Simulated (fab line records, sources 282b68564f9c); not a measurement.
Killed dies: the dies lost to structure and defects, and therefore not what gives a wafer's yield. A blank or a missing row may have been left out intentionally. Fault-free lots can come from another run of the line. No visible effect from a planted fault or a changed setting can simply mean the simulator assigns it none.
8D (eight disciplines) problem report, filled in by code + flow rit-cmos + the parts of the form that need people (team, actions taken, sign-off) are left out

== 1. WHAT IS WRONG ==
Wafers without a fault read 208.39 s with a standard deviation of 0.29, while run-length-s at RIT_PLDD_STRIP_09 averages 72.42 s across 3 wafers of 1 lot. That is -99 or more standard deviations from the usual mean.
The step: strips in O2, time 180 s.
First seen on wafer L313.1, day 4 17:40, on plasma-asher-04. The record holds 15 wafers of 5 lots with a number at this step. Rule for "out" (also "out of limits"): further than 4 standard deviations from the usual mean. Any other wafer with a number is counted as sound.

== 2. WHAT IT IS; WHAT IT IS NOT ==
| question                    | is                     | is not                                                                         |
|-----------------------------|------------------------|--------------------------------------------------------------------------------|
| which readings at this step | run-length-s           | drypump-motor-current-A                                                        |
| which lots                  | L313                   | L306, L317, L321, L324                                                         |
| which wafers of those lots  | all that have a number | -                                                                              |
| read on which tools         | plasma-asher-04        | plasma-asher-01, plasma-asher-03                                               |
| when                        | from day 4 17:40       | up to then (3 sound wafers); but 9 sound wafers of L317, L321, L324 came after |

== 3. WHAT RULES OUT EACH SUSPECT ==
Counting: a tool at any process step up to the reading remains a suspect when it ran all the lots that are out and ran no sound lot after the first of those.
- plasma-asher-02 at RIT_NLDD_STRIP_09 (strips in O2, time 180 s): kept. It ran the lot that is out, L313 (day 4 16:07), and no sound lot after that.
- plasma-asher-04 at RIT_PLDD_STRIP_09 (strips in O2, time 180 s): ruled out as a lasting fault. Sound lots L324 ran on it after its first lot that is out, L313 (day 4 17:40).
Left after counting: plasma-asher-02 at RIT_NLDD_STRIP_09.

== 4. THE CAUSE (what the simulator had put in) ==
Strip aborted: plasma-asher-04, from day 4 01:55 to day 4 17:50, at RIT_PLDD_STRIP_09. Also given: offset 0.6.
Counting ruled it out, wrongly.

== 5. THE EFFECT CHAIN, in route order ==
Each row: a reading where the mean over the struck wafers with a number is more than 3 standard deviations away from the usual. Only readings for which the record gives a usual standard deviation are gone through. hours: the time from each lot's start at the first step in this table that gives one to its start at this step, as a median over the lots. sigmas: the change in usual standard deviations.
| hours | step              | reading      | usual    | on struck wafers | change  | sigmas      |
|-------|-------------------|--------------|----------|------------------|---------|-------------|
| 0     | RIT_PLDD_STRIP_09 | run-length-s | 208.39 s | 72.42            | -135.97 | -99 or more |
It contains these process steps:
- RIT_PLDD_STRIP_09: strips in O2, time 180 s.
At these later measuring or inspecting steps, every struck wafer for which the step has a row has a number for every such reading, and none has moved that far: RIT_PLDD_TW_MEAS_10.

== 6. WHAT WOULD HAVE CAUGHT IT SOONER ==
The fault began at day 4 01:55; the first out-of-limits reading in this record came at day 4 17:40, 16 hours later.
